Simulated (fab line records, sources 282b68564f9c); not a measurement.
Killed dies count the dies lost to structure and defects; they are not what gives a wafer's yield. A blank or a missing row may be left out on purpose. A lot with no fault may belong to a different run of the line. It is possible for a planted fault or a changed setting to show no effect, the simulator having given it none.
A lot that was struck, set against a sound lot | flow rit cmos | 28 steps out of a route of 202
Sound: wafers L659.1, L659.3, L659.4. Wafers struck: L679.3, L679.4, L679.6. The cause is named last.
At each step with rows: each side's tool, then ch and its chambers, then its first start. Under that, the readings that differ: sound wafers | struck wafers | difference of the means | sigmas: that difference in standard deviations of wafers without a fault.
alike: a reading whose means differ by less than 2 such deviations, as well as words and numbers matching on both sides. not compared: withheld readings; readings where some wafer has no value; bounds like >300 that might hide an equal value; numbers whose values overlap and for which the record gives no deviation.
The two part at a step that has a row with sigmas, a row that says differs or no value, or rows on one side only. When numbers do not overlap yet have no deviation, they are printed without sigmas and do not part them. A reading that every wafer of one side lacks parts them only if that side has two wafers or more.

RIT_ACTIVE_BOW_MEAS_00:
  struck on film metro-03, day 5 14:02; sound on film metro-03, day 1 10:00
  alike: INCOMING_BOW
RIT_ACTIVE_OXIDATION_01: target thk 46.8 nm, ox time 3360 s.
  sound on furnace-04 ch 0, day 1 10:07; struck on furnace-03 ch 0, day 5 14:15
  reading                                       | sound                | struck               | difference | sigmas
  spike tc centre C (C)                         | 1002.6 1001.5 1001.2 | 1018.9 1018.4 1019.7 | +17.2      | +10
  spike tc load C (C)                           | 1029.5 1031.0 1029.1 | 1040.4 1040.3 1041.8 | +11.0      | +5
  spike tc source C (C)                         | 1026.3 1027.4 1026.4 | 1043.2 1040.8 1044.1 | +16.0      | +13
  tube center temp C (C)                        | 999.99 1000.1 999.83 | 1014.9 1015.1 1014.9 | +15.0      | +99 or more
  tube_center_temp_C_max                        | 1002.9 1003.2 1002.1 | 1017.6 1017.7 1017.0 | +14.7      | +35
  model.SiO2_of_ACTIVE_OXIDATION_01.thk nm (nm) | 47.93 48.11 47.35    | 53.67 53.32 53.73    | +5.78      |
  alike: zone power source pct
RIT_ACTIVE_THK_MEAS_02:
  struck on film metro-04, day 5 16:13; sound on film metro-03, day 1 12:03
  reading               | sound          | struck         | difference | sigmas
  ACTIVE_OXIDE_THK (nm) | 47.9 48.1 47.4 | 53.6 53.3 53.7 | +5.7       | +7
then, 1 step without rows for these wafers: RIT_ACTIVE_CVD_03 (deposits Si3N4 from SiH2Cl2/NH3, target thk 150 nm, time 1500 s).
RIT_ACTIVE_THK_MEAS_04:
  struck on film metro-04, day 5 17:41; sound on film metro-04, day 1 13:32
  alike: ACTIVE_NITRIDE_THK
then, 6 steps without rows for these wafers: RIT_ACTIVE_HMDS_05 (prime time 60 s); RIT_ACTIVE_COAT_06 (resist thk 984.1 nm); RIT_ACTIVE_SOFTBAKE_07 (time 60 s); RIT_ACTIVE_EXPOSE_08 (exposes mask M1, target cd 1400 nm); RIT_ACTIVE_PEB_09; RIT_ACTIVE_DEVELOP_10 (develop time 51.79 s).
RIT_ACTIVE_CD_MEAS_11: target cd 1400 nm.
  struck on cd sem-01, day 5 18:44; sound on cd sem-02, day 1 14:26
  alike: cd nm
then, 1 step without rows for these wafers: RIT_ACTIVE_HARDBAKE_12 (time 60 s).
RIT_ACTIVE_ETCH_13: etches Si3N4 in SF6, stops on SiO2, time 210 s, target depth 210 nm.
  sound on rie diel-01 ch 0,1,3, day 1 14:43; struck on rie diel-01 ch 1,2, day 5 18:58
  alike: drypump motor current A, oes product au, throttle valve pct
  not compared: rf hours counter h
RIT_ACTIVE_STRIP_14: strips in O2, time 180 s.
  sound on plasma asher-03 ch 0,1, day 1 14:50; struck on plasma asher-02 ch 0,1, day 5 19:10
  alike: drypump motor current A
  not compared: rf hours counter h
RIT_ACTIVE_CD_MEAS_90: target cd 1400 nm.
  struck on cd sem-01, day 5 19:19; sound on cd sem-01, day 1 15:01
  alike: cd nm
then, 4 steps without rows for these wafers: RIT_ACTIVE_CLEAN_15 (cleans in SC1, time 600 s); RIT_ACTIVE_CLEAN_16 (cleans in dHF, time 30 s); RIT_ACTIVE_CLEAN_17 (cleans in SC2, time 600 s); RIT_FOX1_OXIDATION_00 (target thk 350.7 nm, ox time 1130 s).
RIT_FOX1_THK_MEAS_01:
  struck on film metro-01, day 5 21:07; sound on film metro-02, day 1 18:36
  alike: FOX1_OXIDE_THK
then, 2 steps without rows for these wafers: RIT_FOX1_WET_ETCH_02 (etches SiO2 in BOE, target depth 350 nm, time 390 s); RIT_FOX2_OXIDATION_00 (target thk 350.7 nm, ox time 1130 s).
RIT_FOX2_THK_MEAS_01:
  struck on film metro-03, day 5 22:37; sound on film metro-04, day 1 22:32
  alike: FOX2_OXIDE_THK
then, 1 step without rows for these wafers: RIT_FOX2_CLEAN_02 (cleans in dHF, time 180 s).
RIT_FOX2_WET_ETCH_03: etches Si3N4 in H3PO4, target depth 195 nm, time 2700 s.
  sound on wet bench-01 ch 3, day 1 22:39; struck on wet bench-01 ch 3, day 5 22:42
  reading                                       | sound             | struck            | difference | sigmas
  model.SiO2_of_ACTIVE_OXIDATION_01.thk nm (nm) | 42.32 42.22 40.72 | 47.43 47.52 47.89 | +5.86      |
  alike: bath heat duty pct
RIT_FOX2_THK_MEAS_90:
  struck on film metro-04, day 5 23:29; sound on film metro-04, day 1 23:25
  alike: FIELD_OXIDE_LEFT_1_THK
RIT_M1_PROBE_99:
  struck on prober-02, day 7 14:39; sound on prober-02, day 3 15:20
  reading                             | sound             | struck            | difference | sigmas
  model.etest.nldd.width nm (nm)      | 3171 3167 3164    | 3112 3114 3109    | -56        |
  model.etest.pldd.width nm (nm)      | 3162 3156 3169    | 3111 3128 3114    | -45        |
  model.etest.nmos narrow.drive ua um | 234.2 230.5 232.3 | 209.2 212.2 213.1 | -20.8      |
  model.etest.pmos narrow.drive ua um | 109.1 106.8 105.6 | 94.5 95.46 98.2   | -11.1      |
  alike: killed at contacts, killed at front end, killed dies, killed open, killed short
  not compared: model.etest.nplus sal.width nm, model.etest.pplus sal.width nm

WHERE THEY PART
Last at RIT_ACTIVE_THK_MEAS_02 as far as this record goes, first at RIT_ACTIVE_OXIDATION_01. Later steps at which nothing parts them and some readings are alike: RIT_ACTIVE_THK_MEAS_04, RIT_ACTIVE_CD_MEAS_11, RIT_ACTIVE_ETCH_13, RIT_ACTIVE_STRIP_14, RIT_ACTIVE_CD_MEAS_90, RIT_FOX1_THK_MEAS_01, RIT_FOX2_THK_MEAS_01, RIT_FOX2_WET_ETCH_03, RIT_FOX2_THK_MEAS_90, RIT_M1_PROBE_99.

WHY: the cause the simulator had injected
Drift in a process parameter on furnace-03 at RIT_ACTIVE_OXIDATION_01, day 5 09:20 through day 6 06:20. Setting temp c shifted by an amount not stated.
